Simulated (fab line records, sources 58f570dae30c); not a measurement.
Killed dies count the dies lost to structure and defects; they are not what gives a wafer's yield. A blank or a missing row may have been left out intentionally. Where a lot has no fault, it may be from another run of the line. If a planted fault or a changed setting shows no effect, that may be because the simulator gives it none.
Which tool did it? / flow berkeleyCmos170 / Sampling: 14 lots, 42 wafers, 2 of 331 route steps

WHAT THE GAUGES SHOWED, per wafer
UCB170_GATE_CD_MEAS_12: target cd 350 nm. Usual: cdNm 350.1 nm, standard deviation 1.4.
lot=L340; measured=day 6 12:29; on=cdSem-02; cdNm (nm)=349.3 347.9 348.4; flag=
lot=L343; measured=day 6 14:59; on=cdSem-01; cdNm (nm)=350.2 350.4 350.0; flag=
lot=L341; measured=day 6 15:17; on=cdSem-01; cdNm (nm)=351.0 353.1 353.2; flag=
lot=L342; measured=day 6 16:59; on=cdSem-02; cdNm (nm)=347.9 349.6 349.0; flag=
lot=L345; measured=day 7 16:48; on=cdSem-02; cdNm (nm)=349.9 348.7 349.4; flag=
lot=L347; measured=day 7 18:29; on=cdSem-01; cdNm (nm)=356.1 357.3 355.5; flag=OFF
lot=L344; measured=day 7 18:44; on=cdSem-02; cdNm (nm)=350.4 351.1 350.2; flag=
lot=L350; measured=day 8 13:59; on=cdSem-01; cdNm (nm)=349.8 349.9 350.5; flag=
lot=L349; measured=day 8 14:17; on=cdSem-01; cdNm (nm)=349.5 348.1 347.5; flag=
lot=L353; measured=day 9 05:04; on=cdSem-02; cdNm (nm)=356.4 355.9 356.2; flag=OFF
lot=L354; measured=day 9 05:29; on=cdSem-01; cdNm (nm)=350.7 351.9 351.3; flag=
lot=L359; measured=day 10 00:06; on=cdSem-01; cdNm (nm)=350.8 351.6 352.5; flag=
lot=L357; measured=day 10 00:17; on=cdSem-01; cdNm (nm)=346.6 347.6 347.3; flag=
lot=L361; measured=day 10 16:59; on=cdSem-01; cdNm (nm)=348.3 348.7 349.7; flag=

EACH LOT AND THE TOOL THAT RAN IT (in order: tool; ch and the chambers of the sampled wafers; start)
lot=L340; UCB170_GATE_PEB_10=lithoTrack-03 ch 0, day 6 12:13
lot=L343; UCB170_GATE_PEB_10=lithoTrack-04 ch 0, day 6 14:43
lot=L341; UCB170_GATE_PEB_10=lithoTrack-04 ch 0, day 6 15:01
lot=L342; UCB170_GATE_PEB_10=lithoTrack-04 ch 0, day 6 16:43
lot=L345; UCB170_GATE_PEB_10=lithoTrack-03 ch 0, day 7 16:32
lot=L347; UCB170_GATE_PEB_10=lithoTrack-03 ch 0, day 7 18:13
lot=L344; UCB170_GATE_PEB_10=lithoTrack-04 ch 0, day 7 18:28
lot=L350; UCB170_GATE_PEB_10=lithoTrack-04 ch 0, day 8 13:43
lot=L349; UCB170_GATE_PEB_10=lithoTrack-04 ch 0, day 8 14:01
lot=L353; UCB170_GATE_PEB_10=lithoTrack-03 ch 0, day 9 04:48
lot=L354; UCB170_GATE_PEB_10=lithoTrack-04 ch 0, day 9 05:13
lot=L359; UCB170_GATE_PEB_10=lithoTrack-04 ch 0, day 9 23:50
lot=L357; UCB170_GATE_PEB_10=lithoTrack-01 ch 0, day 10 00:00
lot=L361; UCB170_GATE_PEB_10=lithoTrack-04 ch 0, day 10 16:44
- UCB170_GATE_PEB_10

WHAT THE TOOLS THEMSELVES READ (means of the sampled wafers that have a number; where no wafer has one, the mark that the record gives instead)
UCB170_GATE_PEB_10. Usual: heaterPowerTotalW 56.80 W, standard deviation 0.048.
lot=L340; tool=lithoTrack-03; heaterPowerTotalW (W)=56.75; flag=
lot=L343; tool=lithoTrack-04; heaterPowerTotalW (W)=56.83; flag=
lot=L341; tool=lithoTrack-04; heaterPowerTotalW (W)=56.82; flag=
lot=L342; tool=lithoTrack-04; heaterPowerTotalW (W)=56.84; flag=
lot=L345; tool=lithoTrack-03; heaterPowerTotalW (W)=56.79; flag=
lot=L347; tool=lithoTrack-03; heaterPowerTotalW (W)=58.30; flag=OFF
lot=L344; tool=lithoTrack-04; heaterPowerTotalW (W)=56.81; flag=
lot=L350; tool=lithoTrack-04; heaterPowerTotalW (W)=56.81; flag=
lot=L349; tool=lithoTrack-04; heaterPowerTotalW (W)=56.79; flag=
lot=L353; tool=lithoTrack-03; heaterPowerTotalW (W)=58.29; flag=OFF
lot=L354; tool=lithoTrack-04; heaterPowerTotalW (W)=56.82; flag=
lot=L359; tool=lithoTrack-04; heaterPowerTotalW (W)=56.79; flag=
lot=L357; tool=lithoTrack-01; heaterPowerTotalW (W)=56.85; flag=
lot=L361; tool=lithoTrack-04; heaterPowerTotalW (W)=56.84; flag=

THE ANSWER, worked out from the rows above alone
Rule: a lot is off if the mean of its wafers that have a number lies more than 3 standard deviations from the usual mean. A lot without any number at a reading at which 4 lots or more have one is off too. Any other lot the step has rows for is counted as sound. Order of review: gauges by route order, followed by the tools' own readings, for which a lot's mean as printed above is used. At the first step where some lot is off, the reading lying furthest off is the one used; lots without a number count as furthest.
Off, at UCB170_GATE_CD_MEAS_12 on cdNm: L347, L353.
A tool fits if, at a process step before that reading, it ran every lot that is off, and no sound lot after the first of them. The gauges at UCB170_GATE_CD_MEAS_12 aren't tried: what is off there is off at UCB170_GATE_PEB_10 too, on other tools, and a gauge's error can't cause that. One fits: UCB170_GATE_PEB_10 on lithoTrack-03. A fault onset in the window from L345 (day 7 16:32, its last sound lot) to L347 (day 7 18:13, its first lot off) fits.
On the lots that are off, the tool's own readings at UCB170_GATE_PEB_10 differ by more than 5 times the standard deviation of the sound lots' means, which bears it out; heaterPowerTotalW reads 58.30 W there versus 56.81 W on the sound lots.

WHAT WAS PUT IN BY THE SIMULATOR
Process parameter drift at UCB170_GATE_PEB_10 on lithoTrack-03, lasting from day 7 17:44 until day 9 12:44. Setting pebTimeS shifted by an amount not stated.
Struck lots among those shown: L347, L353. The rule given above showed the same thing.
